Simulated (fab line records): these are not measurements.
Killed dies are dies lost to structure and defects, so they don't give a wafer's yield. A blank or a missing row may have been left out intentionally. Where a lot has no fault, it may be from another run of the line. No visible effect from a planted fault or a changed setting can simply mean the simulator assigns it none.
Problem report in the 8D (eight disciplines) form, filled by code    flow rit cmos    the parts of the form that need people (team, actions taken, sign-off) are left out

1. WHAT IS WRONG
Wafers without a fault read 89.18 s, standard deviation 0.21; run length s at RIT_PLDD_SOFTBAKE_02 reads a mean of 98.48 s on 6 wafers belonging to 2 lots. Relative to the usual mean, that is a shift of +44 standard deviations.
The step: time 60 s.
Earliest sighting: wafer L851.3 on litho track-02 at day 4 13:43. At this step, 42 wafers from 14 lots have a number in the record. The rule behind "out" and "out of limits": a value lying over 4 standard deviations away from the usual mean. All remaining wafers that have a number are taken as sound.

2. WHAT IT IS, AND WHAT IT ISN'T
question                     is                      is not
which readings at this step  run length s            -
which lots                   L851, L852              L843, L844, L845, L848, L850, L853, L859, L860, L861, L863, L865, L866
which wafers of those lots   all that have a number  -
read on which tools          litho track-02          litho track-01, litho track-04
when                         from day 4 13:43        up to then (15 sound wafers); but 21 sound wafers of L853, L859, L860, L861, L863, L865, L866 came after

3. WHAT RULES OUT EACH SUSPECT
Counting: any tool at a process step up to the reading is kept as a suspect provided that every lot that is out went through it and no sound lot did after the first of them.
- litho track-02 at RIT_PLDD_SOFTBAKE_02 (time 60 s): ruled out as a lasting fault. The sound lots L865 went through it after L851, its earliest lot that is out (day 4 13:43).
Left after counting: nothing in the record.

4. THE CAUSE (what the simulator had put in)
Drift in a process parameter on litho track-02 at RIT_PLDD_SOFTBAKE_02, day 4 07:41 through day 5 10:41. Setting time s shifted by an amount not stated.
Counting ruled it out, wrongly.

5. THE CHAIN OF EFFECTS, in route order
One row per reading whose mean, taken over the struck wafers that have a number, lies over 3 standard deviations from the usual. Only readings whose record carries a usual standard deviation are examined. hours: median over the lots of the time between each lot's start at the first step of this table that gives one and its start at this step. sigmas: the change, counted in usual standard deviations.
hours  step                  reading       usual    on struck wafers  change  sigmas
0      RIT_PLDD_SOFTBAKE_02  run length s  89.18 s  98.48             +9.30   +44
Here are the process steps it includes:
- RIT_PLDD_SOFTBAKE_02: time 60 s.

6. WHAT WOULD HAVE CAUGHT IT SOONER
The fault began at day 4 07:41; the first out-of-limits reading in this record came at day 4 13:43, 6 hours later.
